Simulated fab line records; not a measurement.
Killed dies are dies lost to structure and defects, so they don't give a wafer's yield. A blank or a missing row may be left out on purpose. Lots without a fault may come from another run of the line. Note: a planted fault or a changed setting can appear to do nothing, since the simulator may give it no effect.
The same fault as seen by 2 desks / flow berkeley_cmos170 / each desk holds nothing but its own numbers, with what lay behind them at the end

## TOOL OWNER'S DESK, rie_metal-01
The tool's own readings at UCB170_M2_METAL_ETCH_18 (etches Al in Cl2/BCl3, stops on SiO2, target depth 1170 nm, time 195 s): means of the sampled wafers that have a number, for each lot that ran on this tool. Marked OUT: a lot whose mean sits more than 4 standard deviations from the usual mean, which makes it out of limits; the brackets give that distance.
Columns: A = chamber_pressure_mTorr at UCB170_M2_METAL_ETCH_18, usual 12.000 mTorr; B = drypump_motor_current_A at UCB170_M2_METAL_ETCH_18, usual 5.8 A; C = oes_product_au at UCB170_M2_METAL_ETCH_18, usual 0.842 a.u.; D = throttle_valve_pct at UCB170_M2_METAL_ETCH_18, usual 24.53 %
lot=L642; first seen here=day 9 21:56; A=12.014; B=6.0; C=0.837; D=24.56
lot=L652; first seen here=day 11 19:38; A=11.993; B=5.9; C=0.844; D=24.76
lot=L653; first seen here=day 12 02:05; A=11.991; B=5.9; C=0.832; D=24.77
lot=L654; first seen here=day 12 07:14; A=12.008; B=5.9; C=0.832; D=24.77
lot=L659; first seen here=day 12 19:02; A=11.992; B=6.0; C=0.785 (-5.7) OUT; D=24.58
lot=L662; first seen here=day 13 06:55; A=12.005; B=6.0; C=0.784 (-5.8) OUT; D=24.58
This desk's finding: out of limits on L659, L662; first on L659, day 12 19:02 (oes_product_au at UCB170_M2_METAL_ETCH_18). Within limits: L642, L652, L653, L654.

## METROLOGY DESK
Means of the sampled wafers that have a number, per lot and without regard to the tool the lot ran on: this is what the gauges read. Marked OUT: a lot whose mean sits more than 4 standard deviations from the usual mean, which makes it out of limits; the brackets give that distance.
Columns: A = cd_nm at UCB170_CONTACT_CD_MEAS_90, usual 700.4 nm; B = M2_OVL at UCB170_M2_OVL_MEAS_16, usual 0 nm; C = cd_nm at UCB170_M2_CD_MEAS_90, usual 699.8 nm
lot=L642; first seen here=day 9 11:47; A=699.6; B=3; C=702.9
lot=L643; first seen here=day 9 13:07; A=698.3; B=-4; C=698.5
lot=L646; first seen here=day 10 01:52; A=698.2; B=-7; C=696.9
lot=L650; first seen here=day 10 16:31; A=699.5; B=-5; C=698.6
lot=L647; first seen here=day 10 17:52; A=700.4; B=7; C=698.0
lot=L651; first seen here=day 10 18:53; A=698.6; B=0; C=699.0
lot=L652; first seen here=day 11 08:54; A=701.6; B=-4; C=698.3
lot=L653; first seen here=day 11 12:13; A=698.4; B=0; C=703.9
lot=L655; first seen here=day 11 19:50; A=702.0; B=-4; C=700.4
lot=L654; first seen here=day 11 20:52; A=701.7; B=4; C=703.8
lot=L657; first seen here=day 11 22:53; A=700.1; B=-1; C=699.5
lot=L659; first seen here=day 12 08:17; A=702.9; B=-4; C=695.7
lot=L662; first seen here=day 12 20:43; A=701.6; B=-1; C=693.2
lot=L664; first seen here=day 13 05:51; A=699.1; B=3; C=698.8
Finding of this desk: none of the 14 lots has anything out of limits.

## PUT TOGETHER
The tool owner's desk could have raised an alarm at day 12 19:02, on L659, L662.
From the metrology desk's view, nothing was out of limits.
The metrology desk has L659, L662 on record, within its limits.
UCB170_M2_METAL_ETCH_18 was run on rie_metal-01 by each of the lots named.

## WHAT THE SIMULATOR HAD PUT IN
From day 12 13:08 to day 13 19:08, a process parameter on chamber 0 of rie_metal-01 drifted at UCB170_M2_METAL_ETCH_18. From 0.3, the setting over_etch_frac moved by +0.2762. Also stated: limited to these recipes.
Shown lots that were struck: L659, L662.
Each desk's first reading out of limits, in hours after the fault started: the tool owner's desk, 6.
